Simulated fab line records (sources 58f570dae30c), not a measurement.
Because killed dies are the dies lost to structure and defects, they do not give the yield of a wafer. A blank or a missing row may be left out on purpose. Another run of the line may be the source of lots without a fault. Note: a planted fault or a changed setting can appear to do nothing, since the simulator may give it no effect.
Matching of chambers / flow berkeleyCmos170 / UCB170_GATE_ETCH_15 on rieSi-02: 4 sister chambers
The step etches poly-Si in HBr/Cl2, stops on SiO2, time 56.3 s, target depth 278.2 nm. 8 wafers are shown with their chamber, then 8 later ones without.

WAFERS PAIRED WITH THEIR CHAMBERS
wafer=L312.4; chamber=1; throttleValvePct (%)=26.42; drypumpMotorCurrentA (A)=6.0
wafer=L310.1; chamber=3; throttleValvePct (%)=26.24; drypumpMotorCurrentA (A)=5.7
wafer=L314.3; chamber=2; throttleValvePct (%)=26.53; drypumpMotorCurrentA (A)=5.5
wafer=L314.5; chamber=0; throttleValvePct (%)=26.82; drypumpMotorCurrentA (A)=6.2
wafer=L317.2; chamber=0; throttleValvePct (%)=26.81; drypumpMotorCurrentA (A)=6.3
wafer=L317.3; chamber=2; throttleValvePct (%)=26.53; drypumpMotorCurrentA (A)=5.5
wafer=L317.4; chamber=1; throttleValvePct (%)=26.40; drypumpMotorCurrentA (A)=6.0
wafer=L327.1; chamber=3; throttleValvePct (%)=26.23; drypumpMotorCurrentA (A)=5.7

WAFERS WITHOUT THEIR CHAMBER
wafer=L327.2; throttleValvePct (%)=26.56; drypumpMotorCurrentA (A)=5.5
wafer=L327.3; throttleValvePct (%)=26.81; drypumpMotorCurrentA (A)=6.3
wafer=L329.1; throttleValvePct (%)=26.82; drypumpMotorCurrentA (A)=6.3
wafer=L329.2; throttleValvePct (%)=26.55; drypumpMotorCurrentA (A)=5.5
wafer=L329.3; throttleValvePct (%)=26.26; drypumpMotorCurrentA (A)=5.7
wafer=L331.2; throttleValvePct (%)=26.54; drypumpMotorCurrentA (A)=5.5
wafer=L331.3; throttleValvePct (%)=26.83; drypumpMotorCurrentA (A)=6.3
wafer=L331.4; throttleValvePct (%)=26.37; drypumpMotorCurrentA (A)=6.0

WHICH CHAMBER EACH WENT THROUGH
wafer=L327.2; from the rows above=2; in truth=2
wafer=L327.3; from the rows above=0; in truth=0
wafer=L329.1; from the rows above=0; in truth=0
wafer=L329.2; from the rows above=2; in truth=2
wafer=L329.3; from the rows above=3; in truth=3
wafer=L331.2; from the rows above=2; in truth=2
wafer=L331.3; from the rows above=0; in truth=0
wafer=L331.4; from the rows above=1; in truth=1
Correct placement for 8 of the 8. Number that these rows cannot place: 0. Wrongly placed: 0.
How it was worked out, from the rows above alone: a wafer's distance from a chamber is the root of the sum, over the readings, of the square of ((its reading less the chamber's mean) divided by the reading's scatter). If the next closest chamber is less than 2 further off than the closest, the wafer can't be placed; otherwise it belongs to the closest. Each chamber's mean is taken over the wafers shown for it. The scatter: take each reading less its chamber's mean, square it, sum over the shown wafers, divide by the number of wafers less the number of chambers, and take the root.
